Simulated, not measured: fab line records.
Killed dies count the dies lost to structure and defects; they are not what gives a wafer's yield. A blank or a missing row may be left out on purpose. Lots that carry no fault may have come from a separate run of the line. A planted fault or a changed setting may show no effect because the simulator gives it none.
Comparing a struck lot with a sound one | flow berkeley cmos170 | 19 out of 331 route steps
Sound: these wafers, L749.1, L749.2, L749.5. Wafers L756.1, L756.3, L756.6 were the ones struck. Last of all comes the cause.
Order at every step that has rows: each side's tool, ch and its chambers, its first start. Under that, the readings that differ: sound wafers | struck wafers | difference of the means | sigmas: that difference in standard deviations of wafers without a fault.
alike: a reading whose means differ by less than 2 such deviations, as well as words and numbers matching on both sides. not compared: withheld readings; readings where some wafer has no value; bounds like >300 that might hide an equal value; numbers whose values overlap and for which the record gives no deviation.
Wherever a step has rows on one side only, a row that says differs or no value, or a row with sigmas, the two part there. When numbers do not overlap yet have no deviation, they are printed without sigmas and do not part them. A reading missing from all wafers of one side parts the sides only when that side holds two or more wafers.

UCB170_V2_STRIP_15: strips in O2.
  sound on plasma asher-01 ch 0,1, day 9 12:11; struck on plasma asher-01 ch 0,1, day 11 02:59
  alike: drypump motor current A, oes product au, strip time to endpoint s
  not compared: rf hours counter h
UCB170_V2_CD_MEAS_90 targets a cd of 700 nm.
  sound on cd sem-01, day 9 12:17; struck on cd sem-01, day 11 03:05
  reading    | sound             | struck            | difference | sigmas
  cd nm (nm) | 701.1 700.9 702.6 | 698.4 697.7 697.1 | -3.8       | -3
then, 1 step without rows for these wafers: UCB170_M3_PRE_CLEAN_00 (preclean etch time 60 s).
UCB170_M3_SPUTTER_01: material Al, target thk 900 nm, time 120 s.
  sound on pvd sputter-03, day 9 12:28; struck on pvd sputter-01, day 11 03:17
  alike: chamber pressure pa, throttle valve pct
UCB170_M3_RS_MEAS_02: the measuring method here is four-point-probe.
  sound on film metro-02, day 9 12:33; struck on film metro-01, day 11 03:22
  alike: M3_AL_RS
UCB170_M3_THK_MEAS_03: measures by xrf.
  sound on film metro-02, day 9 12:40; struck on film metro-01, day 11 03:29
  alike: M3_AL_THK
then, 3 steps without rows for these wafers: UCB170_M3_HMDS_04 (prime time 60 s); UCB170_M3_COAT_05 (resist thk 900 nm); UCB170_M3_SOFTBAKE_06 (time 60 s).
UCB170_M3_STRIP_07: strips in O2.
  sound on plasma asher-02 ch 0,1, day 9 13:11; struck on plasma asher-03 ch 1, day 11 03:59
  alike: drypump motor current A, oes product au, strip time to endpoint s
  not compared: rf hours counter h
then, 2 steps without rows for these wafers: UCB170_M3_STRIP_08 (strips KrF in DMSO, time 600 s); UCB170_M3_COAT_09.
UCB170_M3_COAT_10: resist thk 900 nm.
  sound on litho track-03 ch 0, day 9 15:00; struck on litho track-01 ch 0, day 11 05:00
  reading                             | sound                | struck               | difference | sigmas
  spin speed rpm (rpm)                | 1499.4 1499.4 1500.0 | 1467.9 1467.7 1467.7 | -31.8      | -34
  model.KrF_of_M3_COAT_10.thk nm (nm) | 900.1 901.7 900.3    | 904.8 905 905.2      | +4.3       |
  alike: exhaust pa
then, 3 steps without rows for these wafers: UCB170_M3_SOFTBAKE_11 (time 60 s); UCB170_M3_EXPOSE_12 (exposes mask METAL3, target cd 700 nm); UCB170_M3_PEB_13.
UCB170_M3_DEVELOP_14: develop time 45 s.
  sound on litho track-04 ch 0; struck on litho track-01 ch 0
  reading                             | sound             | struck          | difference | sigmas
  model.KrF_of_M3_COAT_10.thk nm (nm) | 885.9 887.5 886.1 | 890.6 890.8 891 | +4.3       |
  alike: exhaust pa
UCB170_M3_CD_MEAS_15 targets a cd of 700 nm.
  sound on cd sem-01, day 9 17:18; struck on cd sem-02, day 11 06:25
  alike: cd nm
UCB170_M3_PROBE_99:
  sound wafers here have rows in the record (prober-02, day 9 18:02); struck ones have none

== WHERE THEY PART ==
Earliest at UCB170_V2_CD_MEAS_90; latest, in this record, at UCB170_M3_PROBE_99.

WHY: what had been put in by the simulator
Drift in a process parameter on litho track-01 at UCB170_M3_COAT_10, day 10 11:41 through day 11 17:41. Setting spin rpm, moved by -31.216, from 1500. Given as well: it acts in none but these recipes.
